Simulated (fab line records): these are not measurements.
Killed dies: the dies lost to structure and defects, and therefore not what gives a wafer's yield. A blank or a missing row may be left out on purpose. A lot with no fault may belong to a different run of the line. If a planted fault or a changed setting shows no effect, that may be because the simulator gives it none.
fab line records    flow berkeley_cmos170
[record] lots = 14  wafers = 42  last_day = 13
route steps=331 shown WELLDRIVE@57 PFIELD@85 PVT@121 M1@245
lots untouched by any fault: they come from a run of this same line in which no faults occurred
start_h: hours from the record's first day to the start of the lot's first wafer shown    wait_h: hours since the lot's step before    " the same as in the row above    L1.1+2: a single row standing in for several wafers    - no value present, or no start provided    * or withheld: withheld    < > ~ a bound
route shown NAME@n: a module of which the file shows steps, and the number in the route of the first    usual: mean and standard deviation over wafers with no fault    same: alike in all rows    chamber/n: place in a boat    sites: readings site by site    _std_site: standard deviation of those values    _edge_site: mean of outer sites minus mean of inner sites    radius_mm: how far each site lies from the wafer's centre    mask NAME#n: copy n    behind: the last tool/chamber to shape the wafer    hold: the reason the lot was held/the length of the hold in hours/how it ended    device: transistor that didn't switch, given as n, p or np    end of line: the tests these same wafers got at the end of their route    step lacking rows: just its recipe    killed: dies lost to structure and defects at the first sort, not the wafer's yield    map: a wafer's dies, marking killed ones x, the rest . and places with no die _
set.NAME: the setting as run; set.NAME@STEP: as run at that earlier step    model.NAME: the simulator's own value behind a step, which no gauge read
steps of the route over a sample of lots; a table a step, a row a wafer
[[steps]]
[step UCB170_WELLDRIVE_THK_MEAS_02]
[recipe] reads = SiO2_of_WELLDRIVE_OXIDATION_01
[usual] WELLDRIVE_OXIDE_THK = 199/4.5
lot.wafer  tool           chamber  start_h  wait_h  WELLDRIVE_OXIDE_THK[nm]
L440.4     film_metro-01  -        70.49    0.0     204
L440.5     "              -        "        "       205
L440.6     "              -        "        "       205
L444.2     film_metro-02  -        89.35    0.0     197
L444.3     "              -        "        "       196
L444.4     "              -        "        "       193
L443.3     film_metro-01  -        89.36    0.0     198
L443.4     "              -        "        "       199
L443.5     "              -        "        "       195
L445.1     film_metro-02  -        95.44    0.0     200
L445.4     "              -        "        "       199
L445.5     "              -        "        "       196
L450.2     film_metro-01  -        118.18   0.0     203
L450.3     "              -        "        "       200
L450.6     "              -        "        "       199
L449.3     film_metro-04  -        118.19   0.0     206
L449.4     "              -        "        "       203
L449.6     "              -        "        "       202
L452.1     film_metro-02  -        127.54   0.0     201
L452.3     "              -        "        "       200
L452.6     "              -        "        "       199
L453.2     film_metro-02  -        140.70   0.0     206
L453.3     "              -        "        "       205
L453.6     "              -        "        "       208
L455.2     film_metro-04  -        153.28   0.0     202
L455.3     "              -        "        "       196
L455.4     "              -        "        "       201
L457.3     film_metro-01  -        169.36   0.0     195
L457.4     "              -        "        "       195
L457.5     "              -        "        "       193
L459.1     film_metro-04  -        175.99   0.0     197
L459.4     "              -        "        "       202
L459.5     "              -        "        "       202
L460.1     film_metro-01  -        175.99   0.0     201
L460.4     "              -        "        "       199
L460.5     "              -        "        "       204
L462.3     film_metro-01  -        183.34   0.0     199
L462.4     "              -        "        "       196
L462.5     "              -        "        "       195
L463.2     film_metro-04  -        192.53   0.0     195
L463.4     "              -        "        "       194
L463.6     "              -        "        "       197
[step UCB170_PFIELD_OVL_MEAS_06]
[usual] PFIELD_OVL = 4/4.7
lot.wafer  tool        chamber  start_h  wait_h  PFIELD_OVL[nm]
L440.4     overlay-01  -        94.01    -       7
L440.5     "           -        "        "       9
L440.6     "           -        "        "       3
L444.2     overlay-02  -        112.93   -       4
L444.3     "           -        "        "       2
L444.4     "           -        "        "       1
L443.3     overlay-02  -        113.80   -       0
L443.4     "           -        "        "       5
L443.5     "           -        "        "       0
L445.1     overlay-01  -        125.59   -       -5
L445.4     "           -        "        "       0
L445.5     "           -        "        "       1
L449.3     overlay-02  -        147.91   -       5
L449.4     "           -        "        "       10
L449.6     "           -        "        "       -2
L450.2     overlay-01  -        148.31   -       7
L450.3     "           -        "        "       1
L450.6     "           -        "        "       12
L452.1     overlay-01  -        156.09   -       -3
L452.3     "           -        "        "       -3
L452.6     "           -        "        "       -4
L453.2     overlay-01  -        165.84   -       -1
L453.3     "           -        "        "       1
L453.6     "           -        "        "       4
L455.2     overlay-02  -        177.06   -       4
L455.3     "           -        "        "       12
L455.4     "           -        "        "       13
L457.3     overlay-01  -        198.39   -       -3
L457.4     "           -        "        "       -3
L457.5     "           -        "        "       0
L459.1     overlay-01  -        205.33   -       5
L459.4     "           -        "        "       9
L459.5     "           -        "        "       4
L460.1     overlay-02  -        205.48   -       7
L460.4     "           -        "        "       7
L460.5     "           -        "        "       6
L462.3     overlay-01  -        205.62   -       7
L462.4     "           -        "        "       9
L462.5     "           -        "        "       4
L463.2     overlay-02  -        219.61   -       11
L463.4     "           -        "        "       10
L463.6     "           -        "        "       13
[step UCB170_PVT_OVL_MEAS_06]
[usual] PVT_OVL = -4/4.7
lot.wafer  tool        chamber  start_h  wait_h  PVT_OVL[nm]
L440.4     overlay-01  -        141.05   -       -5
L440.5     "           -        "        "       -10
L440.6     "           -        "        "       -5
L443.3     overlay-01  -        156.31   -       -2
L443.4     "           -        "        "       0
L443.5     "           -        "        "       2
L444.2     overlay-02  -        156.58   -       5
L444.3     "           -        "        "       -4
L444.4     "           -        "        "       -1
L445.1     overlay-02  -        167.58   -       -2
L445.4     "           -        "        "       -5
L445.5     "           -        "        "       -6
L450.2     overlay-02  -        189.34   -       4
L450.3     "           -        "        "       1
L450.6     "           -        "        "       6
L449.3     overlay-01  -        189.68   -       -6
L449.4     "           -        "        "       -5
L449.6     "           -        "        "       -3
L452.1     overlay-01  -        200.40   -       -8
L452.3     "           -        "        "       -6
L452.6     "           -        "        "       -8
L453.2     overlay-01  -        207.57   -       2
L453.3     "           -        "        "       5
L453.6     "           -        "        "       4
L455.2     overlay-01  -        216.57   -       -3
L455.3     "           -        "        "       -6
L455.4     "           -        "        "       -2
L457.3     overlay-01  -        239.47   -       -2
L457.4     "           -        "        "       -5
L457.5     "           -        "        "       -2
L459.1     overlay-01  -        243.84   -       -11
L459.4     "           -        "        "       -6
L459.5     "           -        "        "       -7
L460.1     overlay-01  -        244.01   -       -2
L460.4     "           -        "        "       -8
L460.5     "           -        "        "       -2
L462.3     overlay-01  -        244.30   -       -8
L462.4     "           -        "        "       -1
L462.5     "           -        "        "       -5
L463.2     overlay-02  -        254.32   -       -4
L463.4     "           -        "        "       -1
L463.6     "           -        "        "       -1
[step UCB170_M1_PEB_07]
[recipe] peb_temp_c = 130  peb_time_s = withheld  resist = KrF
[usual] chill_plate_temp_C = 23.01/0.1  exhaust_pa = 45.3/1
lot.wafer  tool            chamber  start_h  wait_h  chill_plate_temp_C  exhaust_pa
L440.4     litho_track-03  0        186.88   0.3     23.14               44.9
L440.5     "               0        "        "       23.17               45.5
L440.6     "               0        "        "       23.00               46.4
L444.2     litho_track-04  0        192.86   0.1     22.90               47.4
L444.3     "               0        "        "       22.96               46.7
L444.4     "               0        "        "       22.96               45.3
L443.3     litho_track-01  -        193.12   0.1     -                   -
L443.4     "               -        "        "       -                   -
L443.5     "               -        "        "       -                   -
L445.1     litho_track-04  -        211.37   0.1     -                   -
L445.4     "               -        "        "       -                   -
L445.5     "               -        "        "       -                   -
L450.2     litho_track-04  0        234.65   0.7     22.91               45.6
L450.3     "               0        "        "       22.83               44.9
L450.6     "               0        "        "       22.89               45.1
L449.3     litho_track-03  0        235.01   0.4     22.89               43.7
L449.4     "               0        "        "       23.06               44.5
L449.6     "               0        "        "       22.98               45.4
L452.1     litho_track-01  0        240.84   0.2     22.95               45.7
L452.3     "               0        "        "       22.92               46.7
L452.6     "               0        "        "       22.97               44.7
L453.2     litho_track-04  0        248.80   0.1     22.97               44.2
L453.3     "               0        "        "       22.93               45.2
L453.6     "               0        "        "       23.11               44.6
L455.2     litho_track-03  0        257.14   0.1     22.89               44.2
L455.3     "               0        "        "       22.93               41.6
L455.4     "               0        "        "       23.11               43.0
L457.3     litho_track-01  0        275.01   0.1     22.95               45.1
L457.4     "               0        "        "       22.99               45.4
L457.5     "               0        "        "       23.07               44.3
L462.3     litho_track-01  0        281.98   0.3     22.95               45.5
L462.4     "               0        "        "       23.05               45.8
L462.5     "               0        "        "       23.09               46.0
L460.1     litho_track-03  0        283.33   0.5     22.95               45.5
L460.4     "               0        "        "       23.03               45.2
L460.5     "               0        "        "       22.81               45.6
L459.1     litho_track-04  0        285.33   0.3     23.06               45.4
L459.4     "               0        "        "       23.26               45.3
L459.5     "               0        "        "       23.05               45.9
L463.2     litho_track-03  0        292.21   0.1     22.79               45.8
L463.4     "               0        "        "       23.01               45.3
L463.6     "               0        "        "       22.91               45.1
[[key]]
[first_sign] step = UCB170_M1_PEB_07  reading = tool_record  direction = missing
effect none on later readings
met_at UCB170_M1_PEB_07
struck_lots L443,L445
later_rows_left_out L443.3,L443.4,L443.5,L445.1,L445.4,L445.5
sort_left_out L443.3,L443.4,L443.5,L445.1,L445.4,L445.5
tester_left_out L443
not_acting_at UCB170_WELLDRIVE_THK_MEAS_02,UCB170_PFIELD_OVL_MEAS_06,UCB170_PVT_OVL_MEAS_06
onset_between 192.86 193.12
[earlier_fault] kind = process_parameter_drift  tool = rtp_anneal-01  chamber = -  onset_h = 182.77  steps = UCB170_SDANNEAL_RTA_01  channel = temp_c  offset = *  shape = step  end_h = 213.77  acts_in = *  stated = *
[fault] kind = skipped_step_whole  tool = litho_track-01,litho_track-04  chamber = -  onset_h = 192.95  steps = UCB170_M1_PEB_07  scope = struck_lots_only
// tester_left_out: of these lots the tester's yield and bins aren't shown, on N5 and GAA mostly nor the transistor test; their killed dies are dies lost to structure and defects alone, not to doping, threshold or leakage, so they don't give the yield
// sort_left_out: the simulated sort isn't trusted on such a fault, so these wafers' sort isn't shown, and their yield isn't known
// later_rows_left_out: the simulator's readings of these wafers behind a module that went badly wrong aren't trusted and aren't shown, but for the sort
